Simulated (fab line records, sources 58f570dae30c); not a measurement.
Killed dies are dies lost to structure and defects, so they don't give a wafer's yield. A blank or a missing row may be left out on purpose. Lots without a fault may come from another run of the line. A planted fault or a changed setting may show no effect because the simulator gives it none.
Chamber matching | flow berkeley_cmos170 | UCB170_GATE_ETCH_15 on rie_si-01: 4 sister chambers
The step etches poly-Si in HBr/Cl2, stops on SiO2, time 56.3 s, target depth 278.2 nm. 16 wafers are shown with their chamber, then 8 later ones without.

WAFERS WITH THEIR CHAMBER
wafer  | chamber | throttle_valve_pct (%) | oes_product_au (a.u.)
L857.2 | 1       | 26.29                  | 0.812
L857.3 | 2       | 26.58                  | 0.857
L857.6 | 2       | 26.56                  | 0.854
L858.1 | 3       | 26.68                  | 0.842
L858.2 | 0       | 26.22                  | 0.804
L858.3 | 2       | 26.55                  | 0.855
L863.1 | 1       | 26.30                  | 0.814
L863.3 | 3       | 26.69                  | 0.828
L863.4 | 1       | 26.30                  | 0.805
L865.1 | 2       | 26.57                  | 0.852
L865.3 | 3       | 26.69                  | 0.839
L865.4 | 2       | 26.56                  | 0.855
L867.1 | 1       | 26.29                  | 0.811
L867.3 | 3       | 26.69                  | 0.839
L867.4 | 2       | 26.57                  | 0.853
L869.2 | 2       | 26.55                  | 0.851

SIGNATURES (means of the wafers above)
reading            | chamber 0 | chamber 1 | chamber 2 | chamber 3 | scatter within a chamber
throttle_valve_pct | 26.2200   | 26.2950   | 26.5629   | 26.6875   | 0.00875
oes_product_au     | 0.80400   | 0.81050   | 0.85386   | 0.83700   | 0.00391
Rule: a wafer's distance from a chamber is the root of the sum, over the readings, of the square of ((its reading less the chamber's mean) divided by the reading's scatter). The wafer belongs to the nearest chamber; if the next one is less than 2 further off, it can't be placed. The scatter: the root of (the sum of the squares of (reading less its chamber's mean) over the shown wafers, divided by (wafers less chambers)).

WAFERS WITHOUT THEIR CHAMBER
wafer  | throttle_valve_pct (%) | oes_product_au (a.u.)
L869.4 | 26.35                  | 0.820
L869.5 | 26.30                  | 0.812
L876.1 | 26.68                  | 0.834
L876.4 | 26.34                  | 0.821
L876.6 | 26.57                  | 0.853
L880.1 | 26.34                  | 0.824
L880.3 | 26.67                  | 0.830
L880.4 | 26.30                  | 0.801

WHICH CHAMBER EACH WENT THROUGH
wafer  | from the rows above | in truth
L869.4 | 1                   | 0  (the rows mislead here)
L869.5 | 1                   | 1
L876.1 | 3                   | 3
L876.4 | 1                   | 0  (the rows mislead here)
L876.6 | 2                   | 2
L880.1 | 1                   | 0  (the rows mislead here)
L880.3 | 3                   | 3
L880.4 | 1                   | 1
Placed correctly: 5 of 8. Can't be placed from these rows: 0. Placed wrongly: 3.
